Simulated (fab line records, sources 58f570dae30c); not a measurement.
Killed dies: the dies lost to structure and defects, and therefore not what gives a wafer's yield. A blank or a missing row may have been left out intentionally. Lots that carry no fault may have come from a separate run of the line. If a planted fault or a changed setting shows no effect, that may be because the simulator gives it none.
The tool behind it: which one?	flow berkeley_cmos170	14 lots with 42 wafers sampled at 5 steps, on a route of 331 steps

WHAT EACH GAUGE READ, for each wafer
UCB170_PLDD_CD_MEAS_06 targets a cd of 1200 nm. Usual: cd_nm 1200.1 nm, standard deviation 1.3.
lot	measured	on	cd_nm (nm)	flag
L477	day 7 17:27	cd_sem-02	1201.5 1199.4 1202.1	
L476	day 7 16:05	cd_sem-01	1199.7 1199.4 1199.7	
L480	day 7 21:23	cd_sem-02	1198.7 1199.7 1199.2	
L479	day 7 20:41	cd_sem-02	1199.0 1200.0 1200.3	
L482	day 9 09:00	cd_sem-02	1200.9 1199.7 1199.0	
L490	day 11 00:55	cd_sem-01	1200.8 1201.9 1202.3	
L491	day 11 01:10	cd_sem-02	1198.4 1199.6 1200.4	
L492	day 11 01:13	cd_sem-01	1201.5 1200.7 1200.7	
L493	day 11 01:35	cd_sem-02	1199.7 1198.5 1198.9	
L495	day 11 17:57	cd_sem-02	1199.2 1199.1 1199.5	
L498	day 11 18:07	cd_sem-01	1200.1 1200.1 1201.6	
L497	day 11 18:14	cd_sem-02	1199.6 1200.0 1200.1	

UCB170_PSD_CD_MEAS_06 targets a cd of 1200 nm. Usual: cd_nm 1200.0 nm, standard deviation 1.6.
lot	measured	on	cd_nm (nm)	flag
L477	day 8 04:40	cd_sem-02	1200.2 1199.1 1198.5	
L476	day 8 04:10	cd_sem-01	1197.6 1197.6 1199.4	
L480	day 8 04:44	cd_sem-01	1200.9 1199.5 1200.3	
L479	day 8 04:34	cd_sem-01	1203.1 1204.6 1205.3	
L482	day 9 18:34	cd_sem-01	1200.2 1198.2 1200.4	
L490	day 11 20:55	cd_sem-01	1199.1 1199.0 1199.2	
L491	day 11 21:02	cd_sem-01	1197.3 1196.6 1197.1	
L492	day 11 21:11	cd_sem-02	1198.3 1197.5 1198.7	
L493	day 11 21:19	cd_sem-02	1200.6 1200.1 1201.2	
L495	day 12 06:01	cd_sem-02	1200.6 1201.3 1201.6	
L498	day 12 06:23	cd_sem-02	1200.8 1200.1 1201.1	
L497	day 12 06:08	cd_sem-01	1201.2 1202.6 1202.7	

UCB170_SDANNEAL_RS_MEAS_05: uses a four-point probe to measure. Usual: for NLDD_RS the level is 615.8 ohm/sq and the standard deviation is 1.5.
lot	measured	on	NLDD_RS (ohm/sq)	flag
L477	day 8 12:01	film_metro-02	615.8 614.7 617.7	
L476	day 8 10:48	film_metro-02	615.1 613.8 614.5	
L480	day 8 12:10	film_metro-01	615.6 615.2 616.2	
L479	day 8 11:17	film_metro-02	614.2 615.0 615.7	
L482	day 9 22:37	film_metro-01	617.9 617.3 617.4	
L490	day 12 02:34	film_metro-03	618.0 616.5 617.4	
L491	day 12 03:05	film_metro-03	617.0 615.8 617.9	
L492	day 12 02:55	film_metro-02	615.2 614.4 613.8	
L493	day 12 03:26	film_metro-02	615.8 615.1 617.5	
L495	day 12 10:18	film_metro-02	617.4 618.7 615.6	
L498	day 12 10:46	film_metro-01	617.9 615.6 618.4	
L497	day 12 10:34	film_metro-03	616.9 616.0 616.0	

WHICH TOOL RAN EACH LOT (tool, then ch and the chambers of the sampled wafers, then the start)
lot	UCB170_NWELL_ETCH_13	UCB170_NWELL_STRIP_15
L477	rie_diel-01 ch 0,1,3, day 2 14:30	plasma_asher-03 ch 0,1, day 2 14:46
L476	rie_diel-02 ch 0,1,3, day 2 15:03	plasma_asher-03 ch 0,1, day 2 15:19
L480	rie_diel-04 ch 0,3, day 3 03:23	plasma_asher-04 ch 0,1, day 3 03:38
L479	rie_diel-01 ch 0,3, day 3 03:27	plasma_asher-03 ch 0,1, day 3 03:43
L482	rie_diel-04 ch 0,2,3, day 3 23:16	plasma_asher-03 ch 0,1, day 3 23:31
L486	rie_diel-04 ch 1,2,3, day 4 19:13	plasma_asher-02 ch 0,1, day 4 19:28
L488	rie_diel-04 ch 0,2,3, day 5 00:21	plasma_asher-03 ch 0,1, day 5 00:36
L490	rie_diel-02 ch 2,3, day 5 15:18	plasma_asher-04 ch 0,1, day 5 15:33
L491	rie_diel-02 ch 0,2, day 6 00:06	plasma_asher-02 ch 0,1, day 6 00:22
L492	rie_diel-01 ch 1,2,3, day 6 00:43	plasma_asher-03 ch 0,1, day 6 00:58
L493	rie_diel-01 ch 0,1,3, day 6 14:31	plasma_asher-03 ch 0,1, day 6 14:46
L495	rie_diel-02 ch 1,2,3, day 6 18:35	plasma_asher-04 ch 0,1, day 6 18:50
L498	rie_diel-02 ch 0,1,2, day 7 00:23	plasma_asher-02 ch 0,1, day 7 00:38
L497	rie_diel-01 ch 0,1,2, day 7 01:08	plasma_asher-04 ch 0,1, day 7 01:23
- UCB170_NWELL_ETCH_13: etches Si3N4 in CH3F/Ar/O2, stops on SiO2, target depth 246.4 nm, time 154 s.
- UCB170_NWELL_STRIP_15: strips in O2.

WHAT THE TOOLS THEMSELVES READ (means of the sampled wafers that have a number; where no wafer has one, the mark that the record gives instead)
UCB170_NWELL_ETCH_13. Usual: chamber_pressure_mTorr 50.00 mTorr, standard deviation 0.046; drypump_motor_current_A 6.0 A, standard deviation 0.55; oes_product_au 0.949 a.u., standard deviation 0.013; rf_fwd_power_W 447.8 W, standard deviation 1.3; throttle_valve_pct 8.10 %, standard deviation 0.14.
lot	tool	chamber_pressure_mTorr (mTorr)	drypump_motor_current_A (A)	oes_product_au (a.u.)	rf_fwd_power_W (W)	throttle_valve_pct (%)	flag
L477	rie_diel-01	50.03	5.8	0.952	447.4	8.21	
L476	rie_diel-02	49.99	6.3	0.957	448.0	8.00	
L480	rie_diel-04	49.98	5.5	0.943	447.1	8.08	
L479	rie_diel-01	50.06	6.4	0.959	445.9	8.25	
L482	rie_diel-04	50.03	5.8	0.935	448.1	8.06	
L486	rie_diel-04	49.94	5.8	0.940	375.8	7.98	OFF
L488	rie_diel-04	49.97	5.8	0.935	375.3	8.07	OFF
L490	rie_diel-02	49.98	6.4	0.945	448.5	7.95	
L491	rie_diel-02	49.99	6.1	0.947	447.1	8.15	
L492	rie_diel-01	49.96	5.6	0.951	447.9	8.19	
L493	rie_diel-01	49.98	5.9	0.960	448.7	8.20	
L495	rie_diel-02	49.98	6.4	0.930	448.8	8.02	
L498	rie_diel-02	49.97	6.2	0.955	447.2	8.11	
L497	rie_diel-01	50.01	5.7	0.955	448.2	8.25	

UCB170_NWELL_STRIP_15. Usual: chamber_pressure_mTorr 3500 mTorr, standard deviation 3.1; drypump_motor_current_A 5.6 A, standard deviation 0.32; oes_product_au 0.721 a.u., standard deviation 0.0047; strip_time_to_endpoint_s 18.04 s, standard deviation 0.1.
lot	tool	chamber_pressure_mTorr (mTorr)	drypump_motor_current_A (A)	oes_product_au (a.u.)	strip_time_to_endpoint_s (s)	flag
L477	plasma_asher-03	3498	5.7	0.723	18.10	
L476	plasma_asher-03	3499	5.6	0.721	18.08	
L480	plasma_asher-04	3499	5.2	0.724	18.19	
L479	plasma_asher-03	3498	5.8	0.722	18.01	
L482	plasma_asher-03	3500	5.8	0.721	18.01	
L486	plasma_asher-02	3500	5.9	0.725	18.29	
L488	plasma_asher-03	3501	5.6	0.721	18.31	
L490	plasma_asher-04	3502	5.2	0.723	18.10	
L491	plasma_asher-02	3501	5.9	0.724	18.04	
L492	plasma_asher-03	3503	5.6	0.720	17.87	
L493	plasma_asher-03	3498	5.6	0.719	18.06	
L495	plasma_asher-04	3499	5.2	0.717	18.15	
L498	plasma_asher-02	3499	5.9	0.721	18.02	
L497	plasma_asher-04	3499	5.3	0.721	17.99	

THE ANSWER, worked out from the rows above alone
Rule: lot off if the mean of its wafers having a number is beyond 3 standard deviations from the usual mean. A lot without any number at a reading at which 4 lots or more have one is off too. Any other lot the step has rows for is counted as sound. First the gauges in route order, then the tools' own readings, where a lot's mean is used as printed above. The first step at which some lot is off is used, and at that step the reading that is off furthest; a lot without a number counts as furthest.
Off: L486, L488, at UCB170_NWELL_ETCH_13 (rf_fwd_power_W).
If a tool, at that step or one of the process steps before it, ran each lot that is off and ran no sound lot following the first of them, it fits. One fits: UCB170_NWELL_ETCH_13 on rie_diel-04. Its last sound lot is L482 (day 3 23:16), its first lot that is off L486 (day 4 19:13): a fault that began between those two fits.
On the lots that are off, the tool's own readings at UCB170_NWELL_ETCH_13 differ by more than 5 times the standard deviation of the sound lots' means, which bears it out; rf_fwd_power_W reads 375.6 W there versus 447.7 W on the sound lots.

WHAT THE SIMULATOR PUT IN
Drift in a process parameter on rie_diel-04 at UCB170_NWELL_ETCH_13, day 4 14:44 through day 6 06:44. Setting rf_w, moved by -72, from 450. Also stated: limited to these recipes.
Lots struck among those shown: L486, L488. The rule above found the same.
